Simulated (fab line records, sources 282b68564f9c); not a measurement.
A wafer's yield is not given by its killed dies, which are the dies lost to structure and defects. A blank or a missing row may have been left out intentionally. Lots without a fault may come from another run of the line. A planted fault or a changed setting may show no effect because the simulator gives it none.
fab line records | flow rit-cmos
[record] lots = 7 | wafers = 21 | last-day = 7
route steps=202 shown CONTACT@179 M1@184
lots untouched by any fault: they come from a run of this same line in which no faults occurred
start-h: start of the lot's first displayed wafer, in hours after the record's first day | wait-h: hours since the lot's step before | " unchanged from the row above | L1.1+2: a row that stands for several wafers | - either no value or no given start | * or withheld: withheld | < > ~ a bound
route shown NAME@n: names a module that has steps shown in the file, with the first one's number in the route | usual: mean/standard deviation of fault-free wafers | same: alike in all rows | chamber/n: place in a boat | sites: readings site by site | _std_site: how widely they spread, as a standard deviation | _edge_site: the outer-site mean with the inner-site mean subtracted | radius-mm: how far each site lies from the wafer's centre | mask NAME#n: copy n | behind: tool/chamber where the wafer was last shaped | hold: cause of the lot's hold/its duration in hours/its outcome | device: whichever transistor did not switch (one of n, p or np) | end of line: the same wafers' tests at the end of the route | step lacking rows: just its recipe | killed: the dies lost at the first sort to structure and to defects; this is not the yield of the wafer | map: a wafer's dies, marking killed ones x, the rest . and places with no die _
set.NAME: setting as actually run; set.NAME@STEP: the setting as run at that earlier step | model.NAME: the simulator's own value behind a step, which no gauge read
lots seen at some steps along the route; tables by step, rows by wafer
services: from which hour (start-h, from the record's first day; less than 0 if before it) a tool's chamber was out of use, for how many hours, and why
[[steps]]
[step RIT_CONTACT_ETCH_11]
[recipe] target-depth-a = 4800 | over-etch-frac = 0.2 | stop-on = TiSi2 | chemistry = CHF3/CF4/Ar | target = SiO2 | CHF3_flow_sccm = 50 | cf4-flow-sccm = 10 | Ar_flow_sccm = 100 | O2_flow_sccm = 5 | pressure-mtorr = 100 | rf-w = 200 | time-s = 320
[usual] drypump-motor-current-A = 5.8/0.55 | oes-product-au = 0.989/0.011 | throttle-valve-pct = 8.85/0.11
lot.wafer | tool        | chamber | start-h | wait-h | drypump-motor-current-A | oes-product-au | rf-hours-counter-h | throttle-valve-pct
L223.2    | rie-diel-01 | 3       | 52.76   | 0.1    | 6.0                     | 0.976          | 140                | 8.72
L223.3    | "           | 2       | "       | "      | 5.9                     | 0.982          | 16                 | 8.89
L223.4    | "           | 1       | "       | "      | 6.1                     | 1.021          | 154                | 8.85
L231.4    | rie-diel-02 | 3       | 93.68   | 0.1    | 5.8                     | 0.999          | 93                 | 8.99
L231.5    | "           | 2       | "       | "      | 5.4                     | 0.986          | -                  | 8.96
L231.6    | "           | 1       | "       | "      | 6.5                     | 0.995          | -                  | 8.74
L238.2    | rie-diel-02 | 3       | 128.50  | 0.1    | 5.8                     | 0.987          | 94                 | 9.01
L238.5    | "           | 3       | "       | "      | 5.7                     | 0.999          | -                  | 9.00
L238.6    | "           | 2       | "       | "      | 5.5                     | 0.982          | -                  | 8.96
L239.2    | rie-diel-02 | 0       | 134.04  | 0.1    | 4.7                     | 1.001          | 72                 | 8.73
L239.3    | "           | 3       | "       | "      | 5.8                     | 0.990          | 95                 | 9.00
L239.4    | "           | 1       | "       | "      | 6.5                     | 0.988          | 145                | 8.75
L240.1    | rie-diel-02 | 1       | 137.53  | 0.1    | 6.5                     | 0.989          | 145                | 8.74
L240.3    | "           | 2       | "       | "      | 5.5                     | 0.987          | 14                 | 8.96
L240.6    | "           | 2       | "       | "      | 5.5                     | 0.990          | -                  | 8.96
L242.2    | rie-diel-02 | 1       | 148.45  | 0.1    | 6.6                     | 0.989          | 145                | 8.74
L242.3    | "           | 2       | "       | "      | 5.5                     | 0.983          | 14                 | 8.95
L242.4    | "           | 3       | "       | "      | 5.7                     | 0.992          | 95                 | 8.99
L245.3    | rie-diel-01 | 0       | 162.39  | 0.1    | 6.1                     | 0.985          | 2                  | 8.78
L245.5    | "           | 3       | "       | "      | 6.0                     | 0.975          | -                  | 8.72
L245.6    | "           | 0       | "       | "      | 6.1                     | 0.987          | -                  | 8.75
[step RIT_CONTACT_STRIP_12]
[recipe] chemistry = O2 | time-s = 180 | resist = NOVOLAK | platen-temp-c = withheld | power-w = 500 | pressure-mtorr = 4000 | o2-flow-sccm = 4000
[usual] drypump-motor-current-A = 6.0/0.47
lot.wafer | tool            | chamber | start-h | wait-h | drypump-motor-current-A | rf-hours-counter-h
L223.2    | plasma-asher-04 | 0       | 52.96   | 0.1    | 5.8                     | 41
L223.3    | "               | 0       | "       | "      | 5.8                     | -
L223.4    | "               | 1       | "       | "      | 5.4                     | -
L231.4    | plasma-asher-04 | 0       | 93.93   | 0.2    | 5.7                     | -
L231.5    | "               | 1       | "       | "      | 5.4                     | -
L231.6    | "               | 0       | "       | "      | 5.8                     | -
L238.2    | plasma-asher-01 | 1       | 128.69  | 0.1    | 6.4                     | 49
L238.5    | "               | 0       | "       | "      | 6.6                     | -
L238.6    | "               | 1       | "       | "      | 6.4                     | -
L239.2    | plasma-asher-04 | 0       | 134.23  | 0.1    | 5.8                     | 50
L239.3    | "               | 1       | "       | "      | 5.4                     | -
L239.4    | "               | 0       | "       | "      | 5.8                     | -
L240.1    | plasma-asher-01 | 1       | 137.73  | 0.1    | 6.4                     | 50
L240.3    | "               | 1       | "       | "      | 6.4                     | -
L240.6    | "               | 1       | "       | "      | 6.4                     | -
L242.2    | plasma-asher-01 | 0       | 148.64  | 0.1    | 6.6                     | 51
L242.3    | "               | 1       | "       | "      | 6.4                     | -
L242.4    | "               | 0       | "       | "      | 6.6                     | -
L245.3    | plasma-asher-03 | 0       | 162.64  | 0.2    | 6.3                     | -
L245.5    | "               | 1       | "       | "      | 5.6                     | -
L245.6    | "               | 0       | "       | "      | 6.3                     | -
[step RIT_CONTACT_CD_MEAS_90]
[recipe] target-cd-nm = 1000
[usual] cd-nm = 998.4/2.3
lot.wafer | tool      | chamber | start-h | wait-h | cd-nm
L223.2    | cd-sem-02 | -       | 53.15   | 0.1    | 1001.1
L223.3    | "         | -       | "       | "      | 999.6
L223.4    | "         | -       | "       | "      | 1001.1
L231.4    | cd-sem-02 | -       | 94.11   | 0.1    | 997.2
L231.5    | "         | -       | "       | "      | 995.3
L231.6    | "         | -       | "       | "      | 996.8
L238.2    | cd-sem-02 | -       | 128.88  | 0.1    | 999.6
L238.5    | "         | -       | "       | "      | 999.3
L238.6    | "         | -       | "       | "      | 1000.5
L239.2    | cd-sem-02 | -       | 134.43  | 0.1    | 997.1
L239.3    | "         | -       | "       | "      | 999.4
L239.4    | "         | -       | "       | "      | 998.9
L240.1    | cd-sem-02 | -       | 137.90  | 0.1    | 1000.9
L240.3    | "         | -       | "       | "      | 998.4
L240.6    | "         | -       | "       | "      | 1000.4
L242.2    | cd-sem-02 | -       | 148.83  | 0.1    | 997.4
L242.3    | "         | -       | "       | "      | 996.3
L242.4    | "         | -       | "       | "      | 994.7
L245.3    | cd-sem-01 | -       | 162.80  | 0.1    | 997.9
L245.5    | "         | -       | "       | "      | 1000.2
L245.6    | "         | -       | "       | "      | 998.4
[step RIT_CONTACT_CLEAN_13]
[recipe] chemistry = SC1 | mix = 3:3:50 | time-s = 600 | temp-c = 75
[step RIT_CONTACT_CLEAN_14]
[recipe] chemistry = SC2 | mix = 3:3:50 | time-s = 600 | temp-c = 75 | dry = n2-spin
[step RIT_M1_SPUTTER_00]
[recipe] material = Al | target-thk-nm = 400 | power-w = 2000 | chamber-pressure-pa = 0.4 | gas = Ar | time-s = 500 | substrate-temp-c = 25
[usual] throttle-valve-pct = 30.1/0.97
lot.wafer | tool           | chamber | start-h | wait-h | throttle-valve-pct
L223.2    | pvd-sputter-02 | -       | 53.65   | 0.0    | 31.9
L223.3    | "              | -       | "       | "      | 29.2
L223.4    | "              | -       | "       | "      | 31.0
L231.4    | pvd-sputter-01 | -       | 94.53   | 0.0    | 27.8
L231.5    | "              | -       | "       | "      | 27.8
L231.6    | "              | -       | "       | "      | 29.6
L238.2    | pvd-sputter-04 | -       | 129.37  | 0.0    | 29.8
L238.5    | "              | -       | "       | "      | 30.4
L238.6    | "              | -       | "       | "      | 29.7
L239.2    | pvd-sputter-01 | -       | 134.91  | 0.0    | 30.8
L239.3    | "              | -       | "       | "      | 30.0
L239.4    | "              | -       | "       | "      | 31.0
L240.1    | pvd-sputter-02 | -       | 138.40  | 0.0    | 30.8
L240.3    | "              | -       | "       | "      | 29.3
L240.6    | "              | -       | "       | "      | 29.3
L242.2    | pvd-sputter-04 | -       | 149.30  | 0.0    | 30.2
L242.3    | "              | -       | "       | "      | 30.6
L242.4    | "              | -       | "       | "      | 30.0
L245.3    | pvd-sputter-01 | -       | 163.23  | 0.0    | 29.7
L245.5    | "              | -       | "       | "      | 29.9
L245.6    | "              | -       | "       | "      | 28.1
[step RIT_M1_RS_MEAS_01]
[recipe] thk-meas-gauge = four-point-probe | reads = Al_of_M1_SPUTTER_00
[usual] M1_AL_RS = 0.0733/0.0008
lot.wafer | tool          | chamber | start-h | wait-h | M1_AL_RS[ohm/sq]
L223.2    | film-metro-02 | -       | 53.96   | 0.2    | 0.0737
L223.3    | "             | -       | "       | "      | 0.0734
L223.4    | "             | -       | "       | "      | 0.0727
L231.4    | film-metro-03 | -       | 94.89   | 0.2    | 0.0739
L231.5    | "             | -       | "       | "      | 0.0730
L231.6    | "             | -       | "       | "      | 0.0730
L238.2    | film-metro-01 | -       | 129.68  | 0.2    | 0.0735
L238.5    | "             | -       | "       | "      | 0.0738
L238.6    | "             | -       | "       | "      | 0.0744
L239.2    | film-metro-02 | -       | 135.23  | 0.2    | 0.0737
L239.3    | "             | -       | "       | "      | 0.0740
L239.4    | "             | -       | "       | "      | 0.0746
L240.1    | film-metro-01 | -       | 138.70  | 0.1    | 0.0728
L240.3    | "             | -       | "       | "      | 0.0728
L240.6    | "             | -       | "       | "      | 0.0726
L242.2    | film-metro-03 | -       | 149.61  | 0.2    | 0.0742
L242.3    | "             | -       | "       | "      | 0.0742
L242.4    | "             | -       | "       | "      | 0.0749
L245.3    | film-metro-03 | -       | 163.57  | 0.2    | 0.0732
L245.5    | "             | -       | "       | "      | 0.0729
L245.6    | "             | -       | "       | "      | 0.0732
[step RIT_M1_THK_MEAS_02]
[recipe] thk-meas-gauge = xrf | reads = Al_of_M1_SPUTTER_00
[usual] M1_AL_THK = 402/4.7
lot.wafer | tool          | chamber | start-h | wait-h | M1_AL_THK[nm]
L223.2    | film-metro-02 | -       | 54.07   | 0.1    | 400
L223.3    | "             | -       | "       | "      | 401
L223.4    | "             | -       | "       | "      | 403
L231.4    | film-metro-03 | -       | 94.98   | 0.1    | 394
L231.5    | "             | -       | "       | "      | 406
L231.6    | "             | -       | "       | "      | 402
L238.2    | film-metro-01 | -       | 129.79  | 0.1    | 406
L238.5    | "             | -       | "       | "      | 398
L238.6    | "             | -       | "       | "      | 397
L239.2    | film-metro-02 | -       | 135.34  | 0.1    | 403
L239.3    | "             | -       | "       | "      | 398
L239.4    | "             | -       | "       | "      | 396
L240.1    | film-metro-01 | -       | 138.82  | 0.1    | 404
L240.3    | "             | -       | "       | "      | 401
L240.6    | "             | -       | "       | "      | 406
L242.2    | film-metro-03 | -       | 149.72  | 0.1    | 399
L242.3    | "             | -       | "       | "      | 398
L242.4    | "             | -       | "       | "      | 393
L245.3    | film-metro-03 | -       | 163.67  | 0.1    | 403
L245.5    | "             | -       | "       | "      | 405
L245.6    | "             | -       | "       | "      | 402
[step RIT_M1_HMDS_03]
[recipe] prime-time-s = 61.38 | prime-temp-c = 140
[step RIT_M1_COAT_04]
[recipe] resist = NOVOLAK | spin-rpm = 2000 | resist-thk-nm = 1300
[step RIT_M1_SOFTBAKE_05]
[recipe] resist = NOVOLAK | temp-c = 90 | time-s = 60
[step RIT_M1_EXPOSE_06]
[recipe] mask-id = M12 | na = 0.6 | source-shape = conventional | sigma-outer = 0.5 | target-cd-nm = 2600 | dose-mj = 250
[step RIT_M1_PEB_07]
[recipe] resist = NOVOLAK | temp-c = withheld | time-s = withheld
[usual] chill-plate-temp-C = * | exhaust-pa = 45.1/0.83 | resist-line-temp-C = *
lot.wafer | tool           | chamber | start-h | wait-h | chill-plate-temp-C | exhaust-pa | resist-line-temp-C
L223.2    | litho-track-02 | 0       | 55.05   | 0.3    | *                  | 46.0       | *
L223.3    | "              | 0       | "       | "      | *                  | 46.1       | *
L223.4    | "              | 0       | "       | "      | *                  | 45.5       | *
L231.4    | litho-track-02 | 0       | 95.78   | 0.1    | *                  | 44.8       | *
L231.5    | "              | 0       | "       | "      | *                  | 44.9       | *
L231.6    | "              | 0       | "       | "      | *                  | 45.6       | *
L238.2    | litho-track-03 | -       | 130.56  | 0.1    | -                  | -          | -
L238.5    | "              | -       | "       | "      | -                  | -          | -
L238.6    | "              | -       | "       | "      | -                  | -          | -
L239.2    | litho-track-03 | -       | 136.29  | 0.3    | -                  | -          | -
L239.3    | "              | -       | "       | "      | -                  | -          | -
L239.4    | "              | -       | "       | "      | -                  | -          | -
L240.1    | litho-track-02 | -       | 139.45  | 0.1    | -                  | -          | -
L240.3    | "              | -       | "       | "      | -                  | -          | -
L240.6    | "              | -       | "       | "      | -                  | -          | -
L242.2    | litho-track-03 | 0       | 150.49  | 0.1    | *                  | 44.9       | *
L242.3    | "              | 0       | "       | "      | *                  | 47.3       | *
L242.4    | "              | 0       | "       | "      | *                  | 45.9       | *
L245.3    | litho-track-04 | 0       | 164.50  | 0.1    | *                  | 46.1       | *
L245.5    | "              | 0       | "       | "      | *                  | 45.6       | *
L245.6    | "              | 0       | "       | "      | *                  | 46.2       | *
[step RIT_M1_DEVELOP_08]
[recipe] resist = NOVOLAK | develop-time-s = 68 | dev-temp-c = 23
[[services]]
tool            | chamber | start-h | hours | kind
pvd-sputter-01  | -       | 31.59   | 6.0   | repair
rie-diel-01     | 0       | 45.17   | 1.5   | repair
plasma-asher-01 | -       | 46.11   | 1.4   | repair
plasma-asher-03 | -       | 52.92   | 0.6   | repair
pvd-sputter-04  | -       | 55.86   | 1.9   | repair
pvd-sputter-04  | -       | 61.35   | 7.5   | repair
rie-diel-01     | 0       | 72.89   | -     | clean
rie-diel-01     | 0       | 72.89   | -     | consumable-replace:esc
rie-diel-01     | 0       | 72.89   | 21.3  | scheduled-down
rie-diel-01     | 0       | 72.89   | 21.3  | vent-cycle
plasma-asher-01 | -       | 76.21   | 2.8   | pm
pvd-sputter-01  | -       | 83.96   | 1.1   | repair
pvd-sputter-04  | -       | 104.57  | 3.6   | repair
plasma-asher-03 | -       | 108.80  | 9.0   | pm
plasma-asher-03 | 0       | 108.80  | 9.0   | vent-cycle
rie-diel-01     | 2       | 120.15  | 6.0   | repair
plasma-asher-04 | -       | 125.93  | 8.0   | repair
rie-diel-01     | 1       | 126.12  | -     | clean
rie-diel-01     | 1       | 126.12  | 12.5  | scheduled-down
rie-diel-01     | 1       | 126.12  | 12.5  | vent-cycle
pvd-sputter-04  | -       | 128.38  | 0.5   | repair
pvd-sputter-01  | -       | 140.22  | 10.2  | repair
plasma-asher-04 | -       | 160.90  | 2.3   | repair
plasma-asher-01 | -       | 162.29  | 0.7   | repair
[[key]]
[first-sign] step = RIT_M1_PEB_07 | reading = tool-record | direction = missing
effect none on later readings
met-at RIT_M1_PEB_07
struck-wafers L238.2,L238.5,L238.6,L239.2,L239.3,L239.4,L240.1,L240.3,L240.6
sort-left-out L238.2,L238.5,L238.6,L239.2,L239.3,L239.4,L240.1,L240.3,L240.6
onset-between 95.78 130.56
[fault] kind = skipped-step-whole | tool = litho-track-02,litho-track-03 | chamber = - | onset-h = 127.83 | steps = RIT_M1_PEB_07 | scope = struck-lots-only
// sort-left-out: the simulated sort isn't trusted on such a fault, so these wafers' sort isn't shown, and their yield isn't known
